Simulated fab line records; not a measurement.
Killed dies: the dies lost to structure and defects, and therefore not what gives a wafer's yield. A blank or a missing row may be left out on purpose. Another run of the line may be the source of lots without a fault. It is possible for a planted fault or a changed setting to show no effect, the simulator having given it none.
The tool behind it: which one?    flow berkeley_cmos170    18 wafers from 6 lots sampled at 2 of the route's 331 steps

== WHAT THE GAUGES READ, wafer by wafer ==
UCB170_NLDD_CD_MEAS_06: the cd target is 1200 nm.
lot   measured      on         cd_nm (nm)
L274  day 7 02:24   cd_sem-02  1201.4 1202.0 1201.4
L273  day 7 03:23   cd_sem-02  1199.0 1200.4 1199.6
L275  day 7 13:22   cd_sem-01  1199.8 1201.1 1201.3
L280  day 8 02:28   cd_sem-02  1199.8 1200.3 1199.7
L278  day 8 02:55   cd_sem-02  1201.3 1201.7 1202.2
L289  day 10 11:58  cd_sem-02  1200.5 1199.0 1199.4

== EACH LOT AND THE TOOL THAT RAN IT (in order: tool; ch and the chambers of the sampled wafers; start) ==
lot   UCB170_NLDD_EXPOSE_03
L274  krf_scanner-02 ch 0, day 7 01:40
L273  krf_scanner-02 ch 0, day 7 02:29
L275  krf_scanner-01 ch 0, day 7 12:22
L280  krf_scanner-02 ch 0, day 8 02:04
L278  krf_scanner-01 ch 0, day 8 02:24
L289  krf_scanner-01 ch 0, day 10 11:34
- UCB170_NLDD_EXPOSE_03: exposes mask NSELECT, target cd 1200 nm.

== THE ANSWER, worked out from the rows above alone ==
Rule: the lots themselves supply what counts as usual. Put in order of their means at a reading, lots are off if they are a third of the lots or fewer, leave a main group of 4 or more, and stand apart from it by a gap of 3 or more times the standard deviation of the main group's means; of several such gaps the widest counts. A main group is skipped when, at the precision printed for the reading in the tables above, its means are all equal. Also off: a lot with no number at a reading for which 4 or more lots have one. The other lots that the step has rows for count as sound.
Across all readings shown, no lot is off: no conclusion can be drawn from this.

== WHAT WAS PUT IN BY THE SIMULATOR ==
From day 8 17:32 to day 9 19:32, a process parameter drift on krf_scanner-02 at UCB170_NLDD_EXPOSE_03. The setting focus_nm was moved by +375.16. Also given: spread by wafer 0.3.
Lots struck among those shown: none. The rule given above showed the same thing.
